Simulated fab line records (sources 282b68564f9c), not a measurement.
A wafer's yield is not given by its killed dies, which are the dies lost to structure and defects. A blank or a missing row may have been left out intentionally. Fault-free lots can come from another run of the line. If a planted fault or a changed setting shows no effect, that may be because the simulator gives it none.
A lot that was struck, set against a sound lot -- flow rit-cmos -- 18 steps out of a route of 202
Sound: wafers L696.1, L696.2, L696.6. Struck: wafers L715.1, L715.2, L715.3. The cause comes at the end.
Order at every step that has rows: each side's tool, ch and its chambers, its first start. Under that, the readings that differ: sound wafers -- struck wafers -- difference of the means -- sigmas: that difference in standard deviations of wafers without a fault.
alike: same words and numbers on both sides, and readings whose means sit less than 2 such deviations apart. not compared: any withheld reading, any reading some wafer has no value for, any bound like >300 that may hide the same value, and any number with overlapping values for which the record gives no deviation.
A row with sigmas, a row that says differs or no value, or rows on one side alone: a step with any of these is where the two part. Numbers that don't overlap but have no deviation are shown without sigmas and don't part them. A reading missing from all wafers of one side parts the sides only when that side holds two or more wafers.

first, 1 step without rows for these wafers: RIT_SILICIDE_WET_ETCH_00 (etches SiO2 in BOE, target depth 14 nm, time 15 s).
RIT_SILICIDE_SPUTTER_01: material Ti, target thk 30 nm, time 240 s.
  sound on pvd-sputter-01 at day 3 02:52; struck on pvd-sputter-02 at day 7 00:33
  alike: throttle-valve-pct
RIT_SILICIDE_RS_MEAS_02: measures by four-point-probe.
  sound on film-metro-03 at day 3 03:01; struck on film-metro-01 at day 7 00:42
  alike: SILICIDE_TI_RS
RIT_SILICIDE_THK_MEAS_03: measures by xrf.
  sound on film-metro-03 at day 3 03:08; struck on film-metro-01 at day 7 00:49
  alike: SILICIDE_TI_THK
RIT_SILICIDE_RTA_04: time 10 s, ramp up 5 s, ramp down 5 s.
  sound on rtp-anneal-02 ch 0, day 3 03:12; struck on rtp-anneal-01 ch 0, day 7 00:53
  alike: wafer_temp_C_max
then, 1 step without rows for these wafers: RIT_SILICIDE_WET_ETCH_05 (etches Ti in SPM, time 120 s).
RIT_SILICIDE_RTA_06: time 10 s, ramp up 5 s, ramp down 10 s.
  sound on rtp-anneal-01 ch 0, day 3 03:19; struck on rtp-anneal-02 ch 0, day 7 00:59
  alike: wafer_temp_C_max
RIT_CONTACT_CVD_00: deposits SiO2 from TEOS, target thk 400 nm, time 63.28 s.
  sound on pecvd-02 ch 0,1,2, day 3 03:22; struck on pecvd-01 ch 0,1,2, day 7 01:03
  alike: heater-power-w
RIT_CONTACT_THK_MEAS_01:
  sound on film-metro-04 at day 3 03:25; struck on film-metro-01 at day 7 01:06
  alike: CONTACT_TEOS_THK
then, 3 steps without rows for these wafers: RIT_CONTACT_HMDS_02 (prime time 60 s); RIT_CONTACT_COAT_03 (resist thk 1000 nm); RIT_CONTACT_SOFTBAKE_04 (time 60 s).
RIT_CONTACT_EXPOSE_05: exposes mask M11, target cd 1000 nm.
  sound on iline-stepper-01 ch 0, day 3 04:09; struck on iline-stepper-02 ch 0, day 7 01:44
reading,sound,struck,difference,sigmas
model.CONTACT.overlay-x-nm (nm),0.04129 0.04129 0.04129,130 130 130,+130,
  alike: mask, reticle-temp-C
then, 2 steps without rows for these wafers: RIT_CONTACT_PEB_06; RIT_CONTACT_DEVELOP_07 (develop time 120 s).
RIT_CONTACT_CD_MEAS_08: the cd target is 1000 nm.
  sound on cd-sem-02 at day 3 04:40; struck on cd-sem-01 at day 7 02:15
  alike: cd-nm
RIT_CONTACT_OVL_MEAS_09:
  sound on overlay-02 at day 3 04:47; struck on overlay-02 at day 7 02:35
reading,sound,struck,difference,sigmas
CONTACT_OVL (nm),2.5 1.7 1.5,131.9 129.9 130.0,+128.7,+92
  not compared: hold
RIT_M1_PROBE_99:
  the record holds rows for the sound wafers here (prober-02, day 3 09:58) but none for the struck ones

WHERE THEY PART
Last at RIT_M1_PROBE_99 as far as this record goes, first at RIT_CONTACT_OVL_MEAS_09.

WHY: whatever the simulator had introduced
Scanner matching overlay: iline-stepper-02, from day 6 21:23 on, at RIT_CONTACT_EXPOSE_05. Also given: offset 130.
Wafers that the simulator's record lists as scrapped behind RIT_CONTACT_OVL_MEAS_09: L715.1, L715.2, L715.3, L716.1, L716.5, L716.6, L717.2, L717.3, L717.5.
